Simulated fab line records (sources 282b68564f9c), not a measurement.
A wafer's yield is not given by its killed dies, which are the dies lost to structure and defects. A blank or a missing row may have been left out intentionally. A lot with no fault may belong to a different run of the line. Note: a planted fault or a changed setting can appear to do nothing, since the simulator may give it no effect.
Lot-split experiment | flow ritCmos | 23 wafers read across 5 lots, on a route 202 steps long

== THE SPLIT ==
At RIT_PSD_IMPLANT_08, the setting energyKev was moved away from the recipe's 27 on 8 of the 23 wafers read, by -5.8% to +2.5%. This setting was run at the recipe's value on the other wafers.

== FROM THE SPLIT TO THE READING: what the file shows between them, 3 steps ==
- RIT_PSD_STRIP_09: strips in O2, time 180 s
- RIT_SDANNEAL_CLEAN_02: cleans in SC2, time 600 s
- RIT_SDANNEAL_RTA_03: time 5 s

== THE READING ==
PSD_RS (ohm/sq), read at RIT_SDANNEAL_RS_MEAS_04 with a four-point probe. Typical for fault-free wafers on this fab line: 115.9 ohm/sq, with standard deviation 0.32 ohm/sq.

wafer  | tool, chamber at the split | energyKev as run | against the recipe | PSD_RS, ohm/sq | against lot-mates on the recipe
L074.2 | implanter-01, 0            | 25.43            | -5.8%              | 119.5          | +3.6
L074.3 | implanter-01, 0            | 25.43            | -5.8%              | 119.3          | +3.4
L074.4 | implanter-01, 0            | 25.43            | -5.8%              | 119.5          | +3.6
L074.5 | implanter-01, 0            | 27               | recipe             | 116.1          | -
L074.6 | implanter-01, 0            | 27               | recipe             | 115.8          | -
L075.1 | implanter-01, 0            | 27               | recipe             | 115.4          | -
L075.5 | implanter-01, 0            | 27               | recipe             | 115.6          | -
L075.6 | implanter-01, 0            | 27               | recipe             | 115.5          | -
L077.1 | implanter-04, 0            | 27               | recipe             | 116.3          | -
L077.3 | implanter-04, 0            | 27               | recipe             | 116.2          | -
L077.4 | implanter-04, 0            | 25.84            | -4.3%              | 118.8          | +2.5
L077.5 | implanter-04, 0            | 25.84            | -4.3%              | 118.9          | +2.6
L077.6 | implanter-04, 0            | 27               | recipe             | 116.4          | -
L080.1 | implanter-02, 0            | 27.67            | +2.5%              | 113.8          | -1.7
L080.2 | implanter-02, 0            | 27.67            | +2.5%              | 114.4          | -1.1
L080.4 | implanter-02, 0            | 27.67            | +2.5%              | 113.8          | -1.7
L080.5 | implanter-02, 0            | 27               | recipe             | 115.5          | -
L080.6 | implanter-02, 0            | 27               | recipe             | 115.5          | -
L085.2 | implanter-01, 0            | 27               | recipe             | 115.8          | -
L085.3 | implanter-01, 0            | 27               | recipe             | 115.8          | -
L085.4 | implanter-01, 0            | 27               | recipe             | 116.0          | -
L085.5 | implanter-01, 0            | 27               | recipe             | 116.0          | -
L085.6 | implanter-01, 0            | 27               | recipe             | 116.1          | -

THE FIT
A straight line over all 23 wafers: PSD_RS changes by -0.654 ohm/sq for each +1% of energyKev; r = -0.98; the points scatter about the line by 0.31 ohm/sq.
The same after taking each lot's own level away (the mean of its wafers on the recipe; 23 wafers): -0.599 ohm/sq for each +1%; r = -1.00; scatter 0.14 ohm/sq.
That fit puts the effect of the largest move of energyKev on the reading at 3.5 ohm/sq.
Across the lots, their own levels run from 115.50 to 116.30 ohm/sq, a range of 2.5 times the standard deviation given above.
Consequently the slope shifts little with the lot-to-lot level, the two slopes agreeing.
Check: +3.46 ohm/sq against its lot-mates is what the line predicts for one of the wafers moved furthest among these (-5.8%) when that wafer is left out of the fit. Against them it came out at +3.55 ohm/sq.

== OTHER SPLITS ON THESE WAFERS ==
Other splits were also applied to these wafers ahead of the reading. Each is held against what the fit with the lots' levels taken away leaves over:
other split on the same wafers | wafers away from the commonest value | r with PSD_RS (lot level and that fit taken away)
RIT_NLDD_IMPLANT_08 energyKev  | 10                                   | -0.02
RIT_PLDD_COAT_01 resistThkNm   | 8                                    | +0.30
RIT_NSD_IMPLANT_08 energyKev   | 7                                    | -0.14

== FILE'S OWN FIT ==
PSD_RS changes by -0.598 ohm/sq for each +1% of energyKev, r = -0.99.
